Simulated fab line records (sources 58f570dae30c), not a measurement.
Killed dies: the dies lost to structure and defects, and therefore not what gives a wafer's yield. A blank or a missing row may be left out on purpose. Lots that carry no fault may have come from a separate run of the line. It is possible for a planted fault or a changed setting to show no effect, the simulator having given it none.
Problem report, 8D (eight disciplines) form, completed by code | flow berkeleyCmos170 | the parts of the form that need people (team, actions taken, sign-off) are left out

1. WHAT IS WRONG
Mean PSD_OVL at UCB170_PSD_OVL_MEAS_07: 181 nm over 6 wafers in 2 lots; fault-free wafers: 0 nm, standard deviation 7.1. Measured from the usual mean, that is +25 standard deviations.
The first sign was on wafer L656.3 at day 9 02:52, on overlay-02. The record holds 30 wafers of 10 lots with a number at this step. The rule behind "out" and "out of limits": a value lying over 4 standard deviations away from the usual mean. All remaining wafers that have a number are taken as sound.

2. WHAT IT IS, WHAT IT ISN'T
question                    | is                     | is not
which readings at this step | PSD_OVL                | -
which lots                  | L656, L662             | L650, L651, L652, L653, L658, L668, L669, L671
which wafers of those lots  | all that have a number | -
read on which gauges        | overlay-01, overlay-02 | -
when                        | from day 9 02:52       | up to then (15 sound wafers); but 9 sound wafers of L668, L669, L671 came after

3. WHAT RULES OUT EACH SUSPECT
Counting: a tool stays on the suspect list if, at a process step up to the reading, it processed all lots that are out and no sound lot following the first of them.
- the gauge at UCB170_PSD_OVL_MEAS_07 is ruled out. 2 gauges (overlay-01, overlay-02) read the wafers that are out.
- krfScanner-01 at UCB170_PSD_EXPOSE_03 (exposes mask PSELECT MOD, target cd 1200 nm): kept. All lots that are out passed through it, beginning with L656 at day 9 01:05, and no sound lot followed; its final sound lot before that point was L650 at day 7 14:35.
After counting, what remains is krfScanner-01 at UCB170_PSD_EXPOSE_03.

4. THE CAUSE (what the simulator had put in)
Scanner matching overlay: krfScanner-01, from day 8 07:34 on, at UCB170_PSD_EXPOSE_03. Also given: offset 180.
Only this tool survived the counting.

5. THE CHAIN OF EFFECTS, in route order
One row per reading whose mean, taken over the struck wafers that have a number, lies over 3 standard deviations from the usual. Readings are gone through only where the record gives a usual standard deviation; hours: the median, over the lots, of the time from a lot's start at the first step in this table giving one to that lot's start at this step; sigmas: the change measured in usual standard deviations.
hours | step                   | reading | usual | on struck wafers | change | sigmas
0     | UCB170_PSD_OVL_MEAS_07 | PSD_OVL | 0 nm  | 181              | +181   | +25
Later measuring or inspecting steps at which every struck wafer that the step has a row for has a number for every such reading, and none has moved that far: UCB170_CONTACT_CD_MEAS_15.

6. WHAT WOULD HAVE CAUGHT IT SOONER
The first out-of-limits reading at a measuring or inspecting step in this record came at day 9 02:52, 19 hours after the fault's start at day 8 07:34.
No tool reading at UCB170_PSD_EXPOSE_03 that has a usual standard deviation in the record was out on any struck wafer, so an alarm limit of 4 standard deviations on those readings would not have fired.
Of the lots that are out (2), L662 began UCB170_PSD_EXPOSE_03 on krfScanner-01 after day 9 02:52. Had the tool been put on hold then, it would have been spared.
